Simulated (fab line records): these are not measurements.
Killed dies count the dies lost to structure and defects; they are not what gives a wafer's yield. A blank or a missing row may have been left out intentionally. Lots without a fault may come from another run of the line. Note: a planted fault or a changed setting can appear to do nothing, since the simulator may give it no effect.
Lot-split experiment    flow berkeley cmos170    23 wafers read from 5 lots, route of 331 steps

ON THE SPLIT
At UCB170_NSD_IMPLANT_08, the setting energy kev was moved away from the recipe's 40 on 8 of the 23 wafers read, by -5.2% to +4.1%. For the rest of the wafers, this setting stayed at what the recipe calls for.

FROM THE SPLIT TO THE READING: what the file shows between them, 5 steps
- UCB170_NSD_STRIP_09: strips in O2
- UCB170_BACKSIDE_SOFTBAKE_02: time 60 s (also split here: time s)
- UCB170_BACKSIDE_STRIP_03: strips in O2
- UCB170_BACKSIDE_CLEAN_04: cleans in SPM, time 600 s
- UCB170_SDANNEAL_RTA_01: time 5 s

THE READING
Measured at UCB170_SDANNEAL_RS_MEAS_03 by four-point probe: NSD_RS, in ohm/sq. Typical for fault-free wafers on this fab line: 37.27 ohm/sq, with standard deviation 0.093 ohm/sq.

wafer   tool, chamber at the split  energy kev as run  against the recipe  NSD_RS, ohm/sq  against lot-mates on the recipe
L075.1  implanter-02, 0             41.65              +4.1%               36.72           -0.53
L075.2  implanter-02, 0             40                 recipe              37.21           -
L075.3  implanter-02, 0             40                 recipe              37.28           -
L075.5  implanter-02, 0             41.65              +4.1%               36.74           -0.51
L075.6  implanter-02, 0             41.65              +4.1%               36.65           -0.60
L074.1  implanter-04, 0             40                 recipe              37.32           -
L074.3  implanter-04, 0             40                 recipe              37.34           -
L074.6  implanter-04, 0             40                 recipe              37.32           -
L080.1  implanter-02, 0             37.93              -5.2%               37.95           +0.64
L080.2  implanter-02, 0             40                 recipe              37.39           -
L080.3  implanter-02, 0             37.93              -5.2%               38.07           +0.76
L080.4  implanter-02, 0             37.93              -5.2%               37.95           +0.64
L080.6  implanter-02, 0             40                 recipe              37.24           -
L082.1  implanter-02, 0             40                 recipe              37.18           -
L082.2  implanter-02, 0             40                 recipe              37.21           -
L082.3  implanter-02, 0             40                 recipe              37.37           -
L082.4  implanter-02, 0             40                 recipe              37.21           -
L082.6  implanter-02, 0             40                 recipe              37.19           -
L081.1  implanter-02, 0             41.35              +3.4%               36.73           -0.52
L081.2  implanter-02, 0             40                 recipe              37.24           -
L081.3  implanter-02, 0             40                 recipe              37.22           -
L081.4  implanter-02, 0             40                 recipe              37.28           -
L081.5  implanter-02, 0             41.35              +3.4%               36.78           -0.47

FIT RESULTS
A straight line over all 23 wafers: NSD_RS changes by -0.14 ohm/sq for each +1% of energy kev; r = -0.99; the points scatter about the line by 0.063 ohm/sq.
The same after taking each lot's own level away (the mean of its wafers on the recipe; 23 wafers): -0.133 ohm/sq for each +1%; r = -0.99; scatter 0.053 ohm/sq.
Per that fit: largest energy kev move, reading shift of 0.69 ohm/sq.
From 37.232 to 37.327 ohm/sq: that is the span of the lots' own levels, equal to 1.0 times the standard deviation above.
So the lot-to-lot level changes the slope little: the two slopes agree.
Check: for one of the wafers moved furthest among these (-5.2%), held out of the fit, the line's prediction against its lot-mates is +0.697 ohm/sq. It came out at +0.635 ohm/sq against them.

THE OTHER SPLITS THESE WAFERS WENT THROUGH
Other splits were also applied to these wafers ahead of the reading. Each is held against what the fit with the lots' levels taken away leaves over:
other split on the same wafers          wafers away from the commonest value  r with NSD_RS (lot level and that fit taken away)
UCB170_START_OXIDATION_02 ox time s     18                                    +0.02
UCB170_ACTIVE_CVD_05 nh3 flow sccm      18                                    +0.06
UCB170_ACTIVE_COAT_08 resist thk nm     8                                     -0.14
UCB170_ACTIVE_STRIP_16 power w          8                                     -0.02
UCB170_SCREENOX_OXIDATION_01 ox time s  15                                    -0.02
UCB170_NLDD_COAT_01 resist thk nm       8                                     +0.21
UCB170_NLDD_IMPLANT_08 dose cm2         8                                     +0.29
UCB170_BACKSIDE_SOFTBAKE_02 time s      7                                     -0.29

THE WHOLE CHAIN: every reading that the file lists as answering this split, in the file's order
step                        what it does                  reading                                                          change (the file's fit)               r (the file's)
UCB170_NSD_IMPLANT_08                                     implant.rp nm (the simulator's own value, which no gauge read)   +0.47 nm for each +1% of the setting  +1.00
UCB170_NSD_IMPLANT_08                                     implant.drp nm (the simulator's own value, which no gauge read)  +0.18 nm for each +1% of the setting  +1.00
UCB170_NSD_STRIP_09         strips in O2                  strip time to endpoint s                                         withheld for each +1% of the setting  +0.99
UCB170_SDANNEAL_RS_MEAS_03  measures by four-point-probe  NSD_RS                                                           -0.133 for each +1% of the setting    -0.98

THE FILE'S OWN FIT
NSD_RS changes by -0.133 ohm/sq for each +1% of energy kev, r = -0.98.
